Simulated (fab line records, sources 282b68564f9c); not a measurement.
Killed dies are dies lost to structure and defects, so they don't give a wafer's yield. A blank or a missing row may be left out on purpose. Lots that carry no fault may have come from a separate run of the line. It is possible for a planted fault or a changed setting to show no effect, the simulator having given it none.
The tool behind it: which one? :: flow rit-cmos :: 21 wafers from 7 lots sampled at 2 of the route's 202 steps

WHAT EACH GAUGE READ, for each wafer
RIT_NWELL_TW_MEAS_10.
lot: L464
measured: day 2 08:35
on: film-metro-03
NWELL_TW: 2110 2101 2108

lot: L466
measured: day 2 16:56
on: film-metro-03
NWELL_TW: 2121 2112 2118

lot: L469
measured: day 3 08:42
on: film-metro-04
NWELL_TW: 2131 2131 2139

lot: L473
measured: day 4 06:31
on: film-metro-01
NWELL_TW: 2171 2169 2160

lot: L475
measured: day 4 15:04
on: film-metro-01
NWELL_TW: 1858 1858 1872

lot: L478
measured: day 5 04:52
on: film-metro-03
NWELL_TW: 1832 1823 1832

lot: L485
measured: day 6 16:17
on: film-metro-01
NWELL_TW: 2145 2134 2149

EACH LOT AND THE TOOL THAT RAN IT (in order: tool; ch and the chambers of the sampled wafers; start)
lot: L464
RIT_NWELL_IMPLANT_08: implanter-03 ch 0, day 2 08:16

lot: L466
RIT_NWELL_IMPLANT_08: implanter-01 ch 0, day 2 16:37

lot: L469
RIT_NWELL_IMPLANT_08: implanter-04 ch 0, day 3 08:23

lot: L473
RIT_NWELL_IMPLANT_08: implanter-04 ch 0, day 4 06:13

lot: L475
RIT_NWELL_IMPLANT_08: implanter-03 ch 0, day 4 14:44

lot: L478
RIT_NWELL_IMPLANT_08: implanter-03 ch 0, day 5 04:34

lot: L485
RIT_NWELL_IMPLANT_08: implanter-04 ch 0, day 6 15:58
- RIT_NWELL_IMPLANT_08

THE ANSWER, worked out from the rows above alone
Rule: the lots themselves supply what counts as usual. The widest of any qualifying gaps counts: lots, ordered by their means at a reading, are off when they make up no more than a third of the lots, leave a main group of 4 or more, and stand apart from it by 3 or more times the standard deviation of that group's means. Not used: any main group whose means are identical at the precision the tables above print for the reading. Also off: a lot with no number at a reading for which 4 or more lots have one. Any other lot the step has rows for is counted as sound.
Off: L475, L478, at RIT_NWELL_TW_MEAS_10 (NWELL_TW). Mean 2133 and standard deviation 21 in the main group.
If a tool, at a process step before that reading, ran all the lots that are off and no sound lot after the first of them, it fits. Gauges at RIT_NWELL_TW_MEAS_10: tried the same way as those tools. One fits: implanter-03 at RIT_NWELL_IMPLANT_08. Its last sound lot is L464 (day 2 08:16), its first lot that is off L475 (day 4 14:44): a fault that began between those two fits.

WHAT THE SIMULATOR HAD INSERTED
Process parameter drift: implanter-03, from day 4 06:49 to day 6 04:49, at RIT_NWELL_IMPLANT_08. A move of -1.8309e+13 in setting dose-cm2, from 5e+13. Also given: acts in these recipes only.
Lots struck among those shown: L475, L478. The rule above reached the same finding.
